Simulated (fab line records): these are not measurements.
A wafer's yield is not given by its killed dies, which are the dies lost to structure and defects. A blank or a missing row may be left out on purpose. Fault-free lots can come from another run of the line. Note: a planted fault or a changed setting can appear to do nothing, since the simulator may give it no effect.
Which tool was responsible? -- flow berkeley-cmos170 -- 7 lots with 21 wafers sampled at 2 steps, on a route of 331 steps

WHAT EACH GAUGE READ, for each wafer
UCB170_SPACER_THK_MEAS_01.
lot,measured,on,SPACER_TEOS_THK (nm)
L669,day 6 20:00,film-metro-01,373 381 369
L672,day 7 21:31,film-metro-01,326 316 323 326 316 323
L679,day 9 08:08,film-metro-01,373 374 378
L681,day 9 09:43,film-metro-03,379 376 382
L684,day 9 20:17,film-metro-03,374 378 377
L687,day 11 00:26,film-metro-01,370 375 376
L689,day 11 12:26,film-metro-01,373 378 380

WHAT TOOL EACH LOT RAN ON (gives the tool, then ch and the chambers of the sampled wafers, and finally the start)
lot,UCB170_SPACER_CVD_00
L669,"pecvd-03 ch 0,1,2, day 6 19:56"
L672,"pecvd-03 ch 0,2, day 7 21:28"
L679,"pecvd-02 ch 0,1,2, day 9 08:05"
L681,"pecvd-01 ch 0,1,2, day 9 09:40"
L684,"pecvd-02 ch 0,1,2, day 9 20:09"
L687,"pecvd-01 ch 0,1,2, day 11 00:23"
L689,"pecvd-01 ch 1,2, day 11 12:22"
- UCB170_SPACER_CVD_00: deposits SiO2 from TEOS/O2, target thk 376 nm, time 47 s.

THE ANSWER, worked out from the rows above alone
Rule: what is usual is taken from the lots themselves. The widest of any qualifying gaps counts: lots, ordered by their means at a reading, are off when they make up no more than a third of the lots, leave a main group of 4 or more, and stand apart from it by 3 or more times the standard deviation of that group's means. The tables above print the reading to a certain number of digits; a main group whose means all agree to those digits is not used. A lot without any number at a reading at which 4 lots or more have one is off too. All remaining lots with rows at the step are treated as sound.
Off: at UCB170_SPACER_THK_MEAS_01 (SPACER_TEOS_THK), L672. The main group has a mean of 376 nm with a standard deviation of 1.8.
If a tool, at a process step before that reading, ran all the lots that are off and no sound lot after the first of them, it fits. Gauges at UCB170_SPACER_THK_MEAS_01: tried the same way as those tools. One candidate fits, namely pecvd-03 at UCB170_SPACER_CVD_00. Its last sound lot is L669 (day 6 19:56), its first lot that is off L672 (day 7 21:28): a fault that began between those two fits.

WHAT HAD BEEN PUT IN BY THE SIMULATOR
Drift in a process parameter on pecvd-03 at UCB170_SPACER_CVD_00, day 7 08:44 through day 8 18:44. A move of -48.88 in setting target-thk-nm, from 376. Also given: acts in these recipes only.
Struck lots among those shown: L672. The rule above reached the same finding.
